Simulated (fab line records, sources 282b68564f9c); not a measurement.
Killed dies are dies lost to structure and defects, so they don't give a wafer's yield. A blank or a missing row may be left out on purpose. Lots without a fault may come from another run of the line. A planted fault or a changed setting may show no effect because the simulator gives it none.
fab line records | flow rit_cmos
record lots=13 wafers=39 last_day=7
route steps=202 shown ACTIVE@1 CONTACT@168 M1@202
lots that met no fault: from a run of the same line without faults
start_h: hours from the record's first day to the start of the lot's first wafer shown | wait_h: hours since the lot's step before | " the same as in the row above | L1.1+2: a row that stands for several wafers | - no value, or no start given | * or withheld: withheld | < > ~ a bound
route shown NAME@n: a module of which the file shows steps, and the number in the route of the first | usual: mean/standard deviation of fault-free wafers | same: alike in all rows | chamber/n: place in a boat | sites: the reading at each site | _std_site: their standard deviation | _edge_site: outer sites' mean less inner sites' | radius_mm: how far each site lies from the wafer's centre | mask NAME#n: copy n | behind: the tool/chamber that last shaped the wafer | hold: why the lot was held/for how many hours/how that ended | device: the transistor (n, p or np) that didn't switch | end of line: the same wafers' tests at the end of the route | a step without rows: its recipe alone | killed: dies lost to structure and defects at the first sort, not the wafer's yield | map: a wafer's dies, x killed, . not, _ none there
set.NAME: the setting as run; set.NAME@STEP: as run at that earlier step | model.NAME: the simulator's own value behind a step, which no gauge read
steps of the route over a sample of lots; a table a step, a row a wafer
services: from which hour (start_h, from the record's first day; less than 0 if before it) a tool's chamber was out of use, for how many hours, and why
## steps
# step RIT_ACTIVE_BOW_MEAS_00
# recipe mode=bow
# usual INCOMING_BOW=0/6.4
# columns lot.wafer tool chamber start_h wait_h INCOMING_BOW[um]
L550.3 film_metro-04 - 15.04 - 3
L550.4 " - " " 13
L550.5 " - " " -1
L551.3 film_metro-04 - 20.04 - 0
L551.4 " - " " 1
L551.6 " - " " 2
L552.1 film_metro-02 - 25.00 - -2
L552.2 " - " " 0
L552.3 " - " " 5
L553.1 film_metro-03 - 30.00 - 4
L553.4 " - " " 13
L553.5 " - " " -2
L554.1 film_metro-02 - 35.00 - 7
L554.3 " - " " -12
L554.5 " - " " -15
L557.1 film_metro-02 - 50.00 - 0
L557.3 " - " " 7
L557.6 " - " " 6
L560.1 film_metro-02 - 65.00 - -6
L560.4 " - " " -3
L560.5 " - " " -2
L562.3 film_metro-03 - 75.04 - -2
L562.4 " - " " 3
L562.6 " - " " -1
L563.1 film_metro-04 - 80.00 - -4
L563.3 " - " " -2
L563.6 " - " " 4
L566.2 film_metro-02 - 95.02 - -4
L566.3 " - " " 7
L566.5 " - " " -1
L567.2 film_metro-03 - 100.02 - 0
L567.3 " - " " 4
L567.6 " - " " 7
L569.3 film_metro-03 - 110.04 - 13
L569.5 " - " " 4
L569.6 " - " " 11
L570.2 film_metro-03 - 115.02 - -4
L570.5 " - " " -7
L570.6 " - " " 12
# step RIT_ACTIVE_CD_MEAS_11
# recipe target_cd_nm=1400
# usual cd_nm=1400.4/2.1
# columns lot.wafer tool chamber start_h wait_h cd_nm
L550.3 cd_sem-01 - 19.90 - 1399.0
L550.4 " - " " 1399.1
L550.5 " - " " 1396.6
L551.3 cd_sem-01 - 26.08 - 1399.7
L551.4 " - " " 1399.3
L551.6 " - " " 1399.0
L552.1 cd_sem-01 - 31.90 - 1400.1
L552.2 " - " " 1397.7
L552.3 " - " " 1398.9
L553.1 cd_sem-01 - 36.84 - 1403.1
L553.4 " - " " 1401.3
L553.5 " - " " 1400.9
L554.1 cd_sem-02 - 40.02 - 1396.1
L554.3 " - " " 1396.8
L554.5 " - " " 1398.9
L557.1 cd_sem-01 - 55.34 - 1402.3
L557.3 " - " " 1400.0
L557.6 " - " " 1399.7
L560.1 cd_sem-01 - 69.56 - 1398.2
L560.4 " - " " 1399.9
L560.5 " - " " 1399.4
L562.3 cd_sem-02 - 81.21 - 1403.6
L562.4 " - " " 1402.3
L562.6 " - " " 1402.0
L563.1 cd_sem-01 - 84.56 - 1401.7
L563.3 " - " " 1402.3
L563.6 " - " " 1401.0
L566.2 cd_sem-02 - 100.52 - 1397.3
L566.3 " - " " 1397.8
L566.5 " - " " 1398.5
L567.2 cd_sem-02 - 107.58 - 1399.9
L567.3 " - " " 1399.4
L567.6 " - " " 1398.2
L569.3 cd_sem-02 - 114.87 - 1401.0
L569.5 " - " " 1400.6
L569.6 " - " " 1399.7
L570.2 cd_sem-02 - 121.63 - 1400.3
L570.5 " - " " 1402.3
L570.6 " - " " 1401.4
# step RIT_CONTACT_CVD_00
# recipe material=SiO2 target_thk_nm=400 precursor=TEOS temp_c=390 time_s=61 rf_w=400
# usual heater_power_w=313/50 rf_fwd_power_W=397.3/1.4
# columns lot.wafer tool chamber start_h wait_h heater_power_w rf_fwd_power_W
L550.3 pecvd-01 1 68.17 0.0 263 395.8
L550.4 " 1 " " 279 394.7
L550.5 " 0 " " 286 397.5
L551.3 pecvd-03 2 68.63 0.0 278 399.8
L551.4 " 1 " " 357 396.4
L551.6 " 2 " " 299 402.1
L552.1 pecvd-02 1 73.29 0.1 316 400.0
L552.2 " 2 " " 350 397.2
L552.3 " 0 " " 276 397.1
L553.1 pecvd-01 2 80.86 0.1 415 398.0
L553.4 " 0 " " 316 398.4
L553.5 " 1 " " 232 397.1
L554.1 pecvd-03 0 81.39 0.1 270 397.5
L554.3 " 1 " " 291 394.4
L554.5 " 1 " " 313 396.4
L557.1 pecvd-02 1 102.79 0.1 252 398.4
L557.3 " 2 " " 339 397.5
L557.6 " 2 " " 341 399.3
L560.1 pecvd-03 0 115.64 0.1 220 397.4
L560.4 " 2 " " 341 397.0
L560.5 " 0 " " 241 396.5
L562.3 pecvd-01 0 122.38 0.0 315 397.4
L562.4 " 1 " " 286 398.1
L562.6 " 0 " " 329 398.1
L563.1 pecvd-03 0 128.55 0.1 270 397.5
L563.3 " 2 " " 277 398.2
L563.6 " 1 " " 355 395.6
L566.2 pecvd-03 1 142.52 0.0 334 396.7
L566.3 " 0 " " 216 397.8
L566.5 " 0 " " 235 397.9
L567.2 pecvd-02 0 149.85 0.0 334 398.2
L567.3 " 1 " " 292 398.6
L567.6 " 1 " " 302 398.7
L569.3 pecvd-03 1 152.84 0.0 334 395.2
L569.5 " 2 " " 335 396.8
L569.6 " 0 " " 261 396.8
L570.2 pecvd-02 2 161.40 0.0 335 395.7
L570.5 " 0 " " 318 398.5
L570.6 " 1 " " 278 398.6
# step RIT_CONTACT_THK_MEAS_01
# recipe reads=SiO2_of_CONTACT_CVD_00
# usual CONTACT_TEOS_THK=400/4.8
# columns lot.wafer tool chamber start_h wait_h CONTACT_TEOS_THK[nm]
L550.3 film_metro-02 - 68.24 0.0 396
L550.4 " - " " 407
L550.5 " - " " 408
L551.3 film_metro-01 - 68.70 0.0 396
L551.4 " - " " 401
L551.6 " - " " 401
L552.1 film_metro-01 - 73.34 0.0 399
L552.2 " - " " 404
L552.3 " - " " 404
L553.1 film_metro-02 - 80.91 0.0 395
L553.4 " - " " 402
L553.5 " - " " 401
L554.1 film_metro-02 - 81.44 0.0 392
L554.3 " - " " 397
L554.5 " - " " 401
L557.1 film_metro-01 - 102.84 0.0 398
L557.3 " - " " 400
L557.6 " - " " 403
L560.1 film_metro-02 - 115.69 0.0 393
L560.4 " - " " 398
L560.5 " - " " 397
L562.3 film_metro-02 - 122.45 0.0 562
L562.4 " - " " 401
L562.6 " - " " 565
L563.1 film_metro-02 - 128.60 0.0 386
L563.3 " - " " 392
L563.6 " - " " 404
L566.2 film_metro-01 - 142.58 0.0 395
L566.3 " - " " 388
L566.5 " - " " 397
L567.2 film_metro-01 - 149.91 0.0 403
L567.3 " - " " 394
L567.6 " - " " 402
L569.3 film_metro-01 - 152.91 0.0 399
L569.5 " - " " 402
L569.6 " - " " 405
L570.2 film_metro-02 - 161.46 0.0 404
L570.5 " - " " 407
L570.6 " - " " 404
# step RIT_CONTACT_OVL_MEAS_09
# usual CONTACT_OVL=0.6/1.1
# columns lot.wafer tool chamber start_h wait_h CONTACT_OVL[nm]
L550.3 overlay-01 - 69.60 0.1 2.2
L550.4 " - " " 1.4
L550.5 " - " " 3.0
L551.3 overlay-01 - 70.17 0.1 1.5
L551.4 " - " " 2.9
L551.6 " - " " 0.8
L552.1 overlay-02 - 74.48 0.1 1.1
L552.2 " - " " -1.0
L552.3 " - " " -0.2
L553.1 overlay-02 - 82.25 0.1 2.4
L553.4 " - " " 1.1
L553.5 " - " " 2.1
L554.1 overlay-02 - 82.72 0.1 1.2
L554.3 " - " " 0.3
L554.5 " - " " -0.6
L557.1 overlay-02 - 104.11 0.1 1.9
L557.3 " - " " 0.6
L557.6 " - " " 1.1
L560.1 overlay-01 - 116.84 0.1 1.8
L560.4 " - " " 0.5
L560.5 " - " " 0.0
L562.3 overlay-01 - 123.71 0.1 0.9
L562.4 " - " " 0.4
L562.6 " - " " 0.4
L563.1 overlay-02 - 129.76 0.1 -0.7
L563.3 " - " " -0.1
L563.6 " - " " 0.3
L566.2 overlay-01 - 143.85 0.1 -0.3
L566.3 " - " " -2.0
L566.5 " - " " 1.6
L567.2 overlay-01 - 151.05 0.1 -1.4
L567.3 " - " " 0.2
L567.6 " - " " 2.1
L569.3 overlay-02 - 154.16 0.1 -1.5
L569.5 " - " " -1.2
L569.6 " - " " -0.9
L570.2 overlay-02 - 162.72 0.1 1.0
L570.5 " - " " 0.6
L570.6 " - " " 2.0
# step RIT_M1_PROBE_99
# usual killed_at_contacts=0.1/0.23 killed_at_front_end=6.6/2.8 killed_dies=6.6/2.8 killed_on_rim=1.8/1.4 killed_open=3.3/2 killed_short=3.2/1.7
# same gross_dies=264 killed_at_M0_to_M3=0 killed_at_M4_up=0 killed_at_back_side=0 killed_at_other=0
# columns lot.wafer tool chamber start_h wait_h killed_at_contacts killed_at_front_end killed_dies killed_on_rim killed_open killed_short
L562.3 prober-01 - 128.85 0.2 261 3 264 70 1 2
L562.4 prober-01 - 128.90 0.2 0 10 10 4 3 7
L562.6 prober-01 - 129.00 0.2 257 7 264 70 2 5
# killed by level:class
L562.3 CONTACT:area_etch=261 FOX1:geometric_particle:open=1 FOX1:geometric_particle:short=1 GATE:geometric_particle:short=1
L562.4 GATE:geometric_particle:short=3 FOX1:geometric_particle:short=2 ACTIVE:geometric_particle:short=1 GATE:geometric_particle:open=1 REOX:geometric_particle:short=1 REOX:geometric_particle:open=1 SPACER:geometric_particle:open=1
L562.6 CONTACT:area_etch=257 SPACER:geometric_particle:short=2 FOX1:geometric_particle:open=1 FOX1:geometric_particle:short=1 FOX2:geometric_particle:open=1 GATE:geometric_particle:short=1 REOX:geometric_particle:short=1
## services
# columns tool chamber start_h hours kind
pecvd-03 - 85.27 1.0 repair
pecvd-01 - 89.32 6.0 pm
pecvd-01 0 99.99 13.7 repair
pecvd-01 1 136.30 19.4 repair
## key
first_sign step=RIT_CONTACT_THK_MEAS_01 reading=CONTACT_TEOS_THK direction=up sigmas=34 usual=400 struck=563
effect step=RIT_M1_PROBE_99 reading=killed_at_contacts direction=up sigmas=99+ usual=0.1 struck=259
more_kills_born_at RIT_CONTACT_ETCH_11@rie_diel-01=518
met_at RIT_CONTACT_CVD_00
struck_lots L562
struck_wafers L562.3,L562.6
later_rows_left_out L562.3,L562.6
tester_left_out L562
not_acting_at RIT_ACTIVE_BOW_MEAS_00,RIT_ACTIVE_CD_MEAS_11,RIT_CONTACT_OVL_MEAS_09
onset_between 80.86 122.38
fault kind=process_parameter_drift tool=pecvd-01 chamber=0 onset_h=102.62 steps=RIT_CONTACT_CVD_00 channel=target_thk_nm offset=160 shape=step end_h=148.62 stated=400
# tester_left_out: of these lots the tester's yield and bins aren't shown, on N5 and GAA mostly nor the transistor test; their killed dies are dies lost to structure and defects alone, not to doping, threshold or leakage, so they don't give the yield
# later_rows_left_out: the simulator's readings of these wafers behind a module that went badly wrong aren't trusted and aren't shown, but for the sort
